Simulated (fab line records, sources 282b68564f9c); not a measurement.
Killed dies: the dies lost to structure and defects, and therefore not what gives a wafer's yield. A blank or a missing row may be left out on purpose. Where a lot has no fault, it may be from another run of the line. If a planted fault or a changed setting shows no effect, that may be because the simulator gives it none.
2 desks, one fault ; flow rit-cmos ; each desk holds nothing but its own numbers, with what lay behind them at the end

## THE METROLOGY DESK
What the gauges read, lot by lot, whatever tool the lot ran on: means of the sampled wafers that have a number. Any lot whose mean is over 4 standard deviations away from the usual mean is out of limits and marked OUT; that distance is given in the brackets.
Columns: A = GATE_OVL at RIT_GATE_OVL_MEAS_17, usual -0.3 nm; B = NLDD_TW at RIT_NLDD_TW_MEAS_10, usual 2482; C = NLDD_RS at RIT_SDANNEAL_RS_MEAS_07, usual 151.5 ohm/sq
lot;first seen here;A;B;C
L803;day 3 00:08;-0.2;2469;151.6
L804;day 3 03:14;0.4;2496;151.1
L805;day 3 11:59;0.7;2474;151.2
L806;day 3 15:16;-1.1;2477;151.2
L807;day 3 21:22;-2.4;2480;151.0
L808;day 4 00:46;0.6;2479;151.5
L809;day 4 04:28;-1.2;2476;151.0
L811;day 4 13:47;-0.4;2469;151.8
L812;day 4 20:56;0.5;2511;145.0 (-12) OUT
L814;day 5 03:26;0.4;2472;151.9
L816;day 5 18:01;1.0;2516;146.1 (-10) OUT
L821;day 6 17:20;-0.8;2481;152.0
L822;day 6 19:32;-0.2;2491;150.8
L825;day 7 10:03;0.3;2466;151.3
Finding of this desk: L812, L816 out of limits, first seen on L812 at day 5 10:44 (NLDD_RS at RIT_SDANNEAL_RS_MEAS_07). Within limits: L803, L804, L805, L806, L807, L808, L809, L811, L814, L821, L822, L825.

## THE TOOL OWNER'S DESK: implanter-01
The tool's own readings at RIT_NLDD_IMPLANT_08, given as means over the sampled wafers that have a number, one for each lot that went through this tool. Any lot whose mean is over 4 standard deviations away from the usual mean is out of limits and marked OUT; that distance is given in the brackets.
Columns: A = beam-energy-keV at RIT_NLDD_IMPLANT_08, usual 20.000; B = dose-ions-cm2 at RIT_NLDD_IMPLANT_08, usual 5.002e+14
lot;first seen here;A;B
L804;day 3 10:05;19.985;5.007e+14
L807;day 4 02:12;20.001;5.001e+14
L809;day 4 10:31;20.007;4.997e+14
L811;day 4 18:51;20.006;5.003e+14
L812;day 5 01:35;20.004;5.235e+14 (+41) OUT
L816;day 5 22:38;20.006;5.249e+14 (+43) OUT
This desk finds L812, L816 out of limits, L812 being first, at day 5 01:35 (dose-ions-cm2 at RIT_NLDD_IMPLANT_08). Within limits: L804, L807, L809, L811.

## PUT TOGETHER
The tool owner's desk had the chance to raise an alarm at day 5 01:35 on L812, L816.
On L812, L816, the metrology desk was in a position to raise an alarm at day 5 10:44.
The lots listed all ran RIT_NLDD_IMPLANT_08 on implanter-01.

## WHAT WAS PUT IN BY THE SIMULATOR
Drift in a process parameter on implanter-01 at RIT_NLDD_IMPLANT_08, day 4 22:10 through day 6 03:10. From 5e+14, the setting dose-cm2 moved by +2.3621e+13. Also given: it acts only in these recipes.
Lots struck among those shown: L812, L816.
Fault start to first reading out of limits, in hours, per desk: tool owner, 3; metrology, 13.
